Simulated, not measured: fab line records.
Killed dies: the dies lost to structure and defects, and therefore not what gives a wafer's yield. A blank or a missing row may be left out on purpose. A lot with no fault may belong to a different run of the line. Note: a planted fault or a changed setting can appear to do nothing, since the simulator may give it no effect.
Which of the tools did it?	flow rit_cmos	9 lots, 27 wafers sampled, at 2 steps of a route of 202

== WHAT THE GAUGES SHOWED, per wafer ==
The record lacks any reading of a measuring or inspecting step that a usual standard deviation could be used to judge.

== EACH LOT AND THE TOOL THAT RAN IT (in order: tool; ch and the chambers of the sampled wafers; start) ==
lot	RIT_SILICIDE_RTA_04	RIT_M1_PROBE_99
L231	rtp_anneal-02 ch 0, day 3 08:05	-
L232	rtp_anneal-01 ch 0, day 3 09:39	-
L242	rtp_anneal-01 ch 0, day 5 10:59	-
L244	rtp_anneal-01 ch 0, day 5 18:56	prober-02, day 6 01:43
L245	rtp_anneal-02 ch 0, day 6 01:50	prober-01, day 6 08:25
L247	rtp_anneal-02 ch 0, day 6 11:16	prober-01, day 6 18:43
L249	rtp_anneal-02 ch 0, day 6 21:08	-
L251	rtp_anneal-02 ch 0, day 7 07:25	prober-01, day 7 14:43
L253	rtp_anneal-02 ch 0, day 7 18:08	-
- RIT_SILICIDE_RTA_04: time 10 s, ramp up 5 s, ramp down 5 s.
- RIT_M1_PROBE_99

== AS READ BY THE TOOLS THEMSELVES (means over the sampled wafers that have a number; for cases with no such wafer, the mark the record gives instead) ==
RIT_SILICIDE_RTA_04. Usual: wafer_temp_C_max at 652.7, with a standard deviation of 0.61.
lot	tool	wafer_temp_C_max	flag
L231	rtp_anneal-02	652.3	
L232	rtp_anneal-01	653.1	
L242	rtp_anneal-01	657.4	OFF
L244	rtp_anneal-01	657.1	OFF
L245	rtp_anneal-02	652.0	
L247	rtp_anneal-02	652.5	
L249	rtp_anneal-02	652.3	
L251	rtp_anneal-02	652.2	
L253	rtp_anneal-02	652.3	

RIT_M1_PROBE_99. Usual: killed_at_contacts 0.2, standard deviation 0.38; killed_at_front_end 6.7, standard deviation 3; killed_dies 6.9, standard deviation 3; killed_open 3.5, standard deviation 1.9; killed_short 3.3, standard deviation 2.
lot	tool	killed_at_contacts	killed_at_front_end	killed_dies	killed_open	killed_short	flag
L244	prober-02	0.7	7.0	7.7	3.7	4.0	
L245	prober-01	0.0	5.3	5.3	3.3	2.0	
L247	prober-01	0.0	5.7	5.7	3.3	2.3	
L251	prober-01	0.3	6.3	6.7	3.3	3.3	

== THE ANSWER, worked out from the rows above alone ==
Rule: a lot counts as off when the mean over its wafers that have a number is more than 3 standard deviations away from the usual mean. A lot without any number at a reading at which 4 lots or more have one is off too. The other lots that the step has rows for count as sound. Order of review: gauges by route order, followed by the tools' own readings, for which a lot's mean as printed above is used. At the first step where some lot is off, the reading lying furthest off is the one used; lots without a number count as furthest.
Off: L242, L244 (RIT_SILICIDE_RTA_04, wafer_temp_C_max).
If a tool, at that step or one of the process steps before it, ran each lot that is off and ran no sound lot following the first of them, it fits. One fits: rtp_anneal-01 at RIT_SILICIDE_RTA_04. Its last sound lot is L232 (day 3 09:39), its first lot that is off L242 (day 5 10:59): a fault that began between those two fits.
The tool's own readings at RIT_SILICIDE_RTA_04 bear it out: on the lots that are off they differ by more than 5 times the standard deviation of the sound lots' means. wafer_temp_C_max reads 657.2 there against 652.4 on the sound lots.

== WHAT THE SIMULATOR PUT IN ==
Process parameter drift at RIT_SILICIDE_RTA_04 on rtp_anneal-01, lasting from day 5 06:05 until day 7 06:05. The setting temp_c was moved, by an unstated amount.
Shown lots that were struck: L242, L244. Same finding as the rule above.
